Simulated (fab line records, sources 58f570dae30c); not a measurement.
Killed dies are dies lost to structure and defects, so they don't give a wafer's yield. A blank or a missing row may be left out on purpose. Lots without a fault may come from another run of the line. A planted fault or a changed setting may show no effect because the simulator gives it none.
Which tool did it? | flow berkeley_cmos170 | 14 lots, 42 wafers sampled, at 3 steps of a route of 331

WHAT THE GAUGES READ, wafer by wafer
UCB170_ACTIVE_OVL_MEAS_14.
lot  | measured     | on         | ACTIVE_OVL (nm)
L251 | day 4 19:55  | overlay-02 | -2 -5 -2
L252 | day 5 13:04  | overlay-02 | 1 5 7
L254 | day 5 13:20  | overlay-01 | 14 8 6
L257 | day 6 00:10  | overlay-02 | 13 7 7
L258 | day 6 18:14  | overlay-02 | -3 -4 -3
L259 | day 6 18:46  | overlay-01 | 7 13 8
L261 | day 7 15:50  | overlay-02 | -7 -9 -3
L263 | day 7 15:29  | overlay-01 | 9 0 7
L262 | day 7 15:12  | overlay-02 | -3 -8 1
L266 | day 8 11:53  | overlay-02 | -1 -1 3
L268 | day 8 16:51  | overlay-02 | 8 10 6
L269 | day 8 23:26  | overlay-02 | 3 -1 2
L272 | day 9 11:38  | overlay-01 | 8 3 2
L273 | day 10 04:01 | overlay-01 | 0 -3 -3

UCB170_SCREENOX_THK_MEAS_02.
lot  | measured     | on            | SCREENOX_OXIDE_THK (nm)
L251 | day 6 01:29  | film_metro-02 | 13.98 14.16 14.25
L252 | day 6 23:08  | film_metro-01 | 14.48 14.27 14.45
L254 | day 6 23:07  | film_metro-04 | 14.34 14.49 14.31
L257 | day 7 19:14  | film_metro-02 | 14.04 14.31 14.28
L258 | day 8 09:34  | film_metro-04 | 14.38 14.25 14.52
L259 | day 8 09:32  | film_metro-01 | 14.22 14.39 14.51
L261 | day 8 23:42  | film_metro-04 | 14.31 14.29 14.55
L263 | day 8 23:38  | film_metro-04 | 14.02 14.04 14.09
L262 | day 8 23:38  | film_metro-01 | 14.32 14.69 14.44
L266 | day 9 19:40  | film_metro-01 | 14.19 14.05 14.15
L268 | day 10 01:26 | film_metro-01 | 13.83 13.85 13.83
L269 | day 10 09:10 | film_metro-04 | 14.01 13.86 13.93
L272 | day 10 22:54 | film_metro-04 | 14.08 14.10 14.26
L273 | day 11 15:50 | film_metro-02 | 14.42 14.38 14.39

WHICH TOOL RAN EACH LOT (tool, then ch and the chambers of the sampled wafers, then the start)
lot  | UCB170_NWELL_STRIP_15
L251 | plasma_asher-01 ch 0,1, day 2 16:15
L252 | plasma_asher-04 ch 0,1, day 2 23:37
L254 | plasma_asher-02 ch 0, day 3 03:44
L257 | plasma_asher-02 ch 0,1, day 3 21:53
L258 | plasma_asher-04 ch 0,1, day 4 05:30
L259 | plasma_asher-04 ch 0,1, day 4 10:29
L261 | plasma_asher-02 ch 0,1, day 5 00:34
L263 | plasma_asher-01 ch 0,1, day 5 05:58
L262 | plasma_asher-04 ch 0,1, day 5 06:15
L266 | plasma_asher-02 ch 0,1, day 5 16:07
L268 | plasma_asher-02 ch 0,1, day 6 03:31
L269 | plasma_asher-04 ch 0,1, day 6 11:39
L272 | plasma_asher-01 ch 0,1, day 7 05:13
L273 | plasma_asher-02 ch 1, day 7 18:07
- UCB170_NWELL_STRIP_15: strips in O2.

WHAT THE TOOLS THEMSELVES READ (means of the sampled wafers that have a number; where no wafer has one, the mark that the record gives instead)
UCB170_NWELL_STRIP_15.
lot  | tool            | drypump_motor_current_A (A) | oes_product_au (a.u.) | strip_time_to_endpoint_s (s)
L251 | plasma_asher-01 | 6.27                        | 0.726                 | 17.97
L252 | plasma_asher-04 | 6.28                        | 0.719                 | 18.02
L254 | plasma_asher-02 | 6.22                        | 0.718                 | 17.96
L257 | plasma_asher-02 | 6.05                        | 0.720                 | 17.99
L258 | plasma_asher-04 | 6.16                        | 0.722                 | 18.01
L259 | plasma_asher-04 | 6.26                        | 0.721                 | 18.03
L261 | plasma_asher-02 | 5.87                        | 0.722                 | 17.99
L263 | plasma_asher-01 | 6.24                        | 0.719                 | 17.88
L262 | plasma_asher-04 | 6.14                        | 0.720                 | 18.06
L266 | plasma_asher-02 | 5.86                        | 0.721                 | 17.97
L268 | plasma_asher-02 | 5.88                        | 0.721                 | 18.03
L269 | plasma_asher-04 | 6.14                        | 0.721                 | 17.95
L272 | plasma_asher-01 | 6.26                        | 0.725                 | 17.88
L273 | plasma_asher-02 | 5.68                        | 0.721                 | 17.98

THE ANSWER, worked out from the rows above alone
Rule: what is usual is taken from the lots themselves. Put in order of their means at a reading, lots are off if they are a third of the lots or fewer, leave a main group of 4 or more, and stand apart from it by a gap of 3 or more times the standard deviation of the main group's means; of several such gaps the widest counts. A main group whose means are all the same, to the digits that the tables above print for the reading, isn't used. A lot without any number at a reading at which 4 lots or more have one is off too. The other lots that the step has rows for count as sound. The gauges are gone through in route order, then the tools' own readings, and for those a lot's mean is taken as printed above. The first step at which some lot is off is used, and at that step the reading that is off furthest; a lot without a number counts as furthest.
No lot is off at any reading shown: from this, nothing can be told.

WHAT THE SIMULATOR HAD PUT IN
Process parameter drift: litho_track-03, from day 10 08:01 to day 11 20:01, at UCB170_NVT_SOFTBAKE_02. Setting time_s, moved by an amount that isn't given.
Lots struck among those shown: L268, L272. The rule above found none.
